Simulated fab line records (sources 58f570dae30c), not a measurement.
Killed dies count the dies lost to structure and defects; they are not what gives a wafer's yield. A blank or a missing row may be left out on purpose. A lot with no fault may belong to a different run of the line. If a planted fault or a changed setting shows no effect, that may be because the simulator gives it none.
A struck lot beside a sound one -- flow berkeley-cmos170 -- 22 steps out of a route of 331
Sound: the wafers L338.3, L338.5, L338.6. Wafers struck: L342.1, L342.4, L342.6. The cause is named last.
Each step with rows lists, per side, the tool, then ch with its chambers, then its first start. Under that, the readings that differ: sound wafers -- struck wafers -- difference of the means -- sigmas: that difference in standard deviations of wafers without a fault.
alike: a reading whose means differ by less than 2 such deviations, as well as words and numbers matching on both sides. not compared: withheld readings; readings where some wafer has no value; bounds like >300 that might hide an equal value; numbers whose values overlap and for which the record gives no deviation.
The two part at a step that has a row with sigmas, a row that says differs or no value, or rows on one side only. Numbers that have no deviation but don't overlap get no sigmas and don't part them. Lack of a reading on every wafer of one side parts them only where that side has two or more wafers.

first, 3 steps without rows for these wafers: UCB170_ZERO_EXPOSE_03 (exposes mask PM MARKS, target cd 4000 nm); UCB170_ZERO_PEB_04; UCB170_ZERO_DEVELOP_05 (develop time 45 s).
UCB170_ZERO_ETCH_06: etches SiO2 in CHF3/CF4/Ar, time 12 s.
  sound on rie-diel-01 ch 1,2, day 2 13:51; struck on rie-diel-02 ch 1,3, day 3 05:13
  alike: drypump-motor-current-A, oes-product-au, throttle-valve-pct
  not compared: rf-hours-counter-h
UCB170_ZERO_STRIP_07: strips in O2.
  sound on plasma-asher-03 ch 0,1, day 2 13:55; struck on plasma-asher-03 ch 0,1, day 3 05:15
  alike: drypump-motor-current-A, oes-product-au, strip-time-to-endpoint-s
  not compared: rf-hours-counter-h
then, 2 steps without rows for these wafers: UCB170_NWELL_WET_ETCH_00 (etches SiO2 in dHF, time 200 s); UCB170_NWELL_OXIDATION_01 (target thk 26.4 nm, ox time 1260 s).
UCB170_NWELL_THK_MEAS_02:
  struck on film-metro-01, day 3 09:11; sound on film-metro-01, day 2 19:33
  alike: NWELL_OXIDE_THK
then, 2 steps without rows for these wafers: UCB170_NWELL_ANNEAL_03 (time 900 s); UCB170_NWELL_CVD_04 (deposits Si3N4 from SiH2Cl2/NH3, target thk 224 nm, time 3360 s).
UCB170_NWELL_THK_MEAS_05:
  struck on film-metro-01, day 3 18:17; sound on film-metro-02, day 3 03:35
  alike: NWELL_NITRIDE_THK
then, 1 step without rows for these wafers: UCB170_NWELL_HMDS_06 (prime time 60 s).
UCB170_NWELL_COAT_07: resist thk 900 nm.
  sound on litho-track-02 ch 0, day 3 03:49; struck on litho-track-03 ch 0, day 3 18:29
reading,sound,struck,difference,sigmas
model.KrF_of_NWELL_COAT_07.thk-nm (nm),897.6 897.8 898.7,928.7 932.2 931.1,+32.6,
  alike: dispense-pressure-kPa, spin-speed-rpm
then, 4 steps without rows for these wafers: UCB170_NWELL_SOFTBAKE_08 (time 60 s); UCB170_NWELL_EXPOSE_09 (exposes mask NWELL, target cd 3000 nm); UCB170_NWELL_PEB_10; UCB170_NWELL_DEVELOP_11 (develop time 45 s).
UCB170_NWELL_OVL_MEAS_12:
  struck on overlay-02, day 3 19:40; sound on overlay-01, day 3 04:49
  alike: NWELL_OVL
UCB170_NWELL_ETCH_13: etches Si3N4 in CH3F/Ar/O2, stops on SiO2, target depth 246.4 nm, time 154 s.
  sound on rie-diel-04 ch 1,2, day 3 04:50; struck on rie-diel-03 ch 0,1,3, day 3 19:42
reading,sound,struck,difference,sigmas
model.KrF_of_NWELL_COAT_07.thk-nm (nm),721.5 719.1 725.3,745.9 759.4 756.8,+32.1,
  alike: drypump-motor-current-A, oes-product-au, throttle-valve-pct
  not compared: rf-hours-counter-h
following that, these wafers have no rows for 1 step: UCB170_NWELL_IMPLANT_14.
UCB170_NWELL_STRIP_15: strips in O2.
  sound on plasma-asher-02 ch 0,1, day 3 05:07; struck on plasma-asher-03 ch 0,1, day 3 19:57
reading,sound,struck,difference,sigmas
strip-time-to-endpoint-s (s),18.02 17.97 18.10,18.61 18.92 18.86,+0.77,+8
  alike: drypump-motor-current-A, oes-product-au
  not compared: rf-hours-counter-h
UCB170_NWELL_TW_MEAS_16:
  struck on film-metro-04, day 3 20:03; sound on film-metro-04, day 3 05:13
  alike: NWELL_TW

## WHERE THEY PART
Within this record, at UCB170_NWELL_STRIP_15 only. Later steps at which nothing parts them and some readings are alike: UCB170_NWELL_TW_MEAS_16.

WHY: whatever the simulator had introduced
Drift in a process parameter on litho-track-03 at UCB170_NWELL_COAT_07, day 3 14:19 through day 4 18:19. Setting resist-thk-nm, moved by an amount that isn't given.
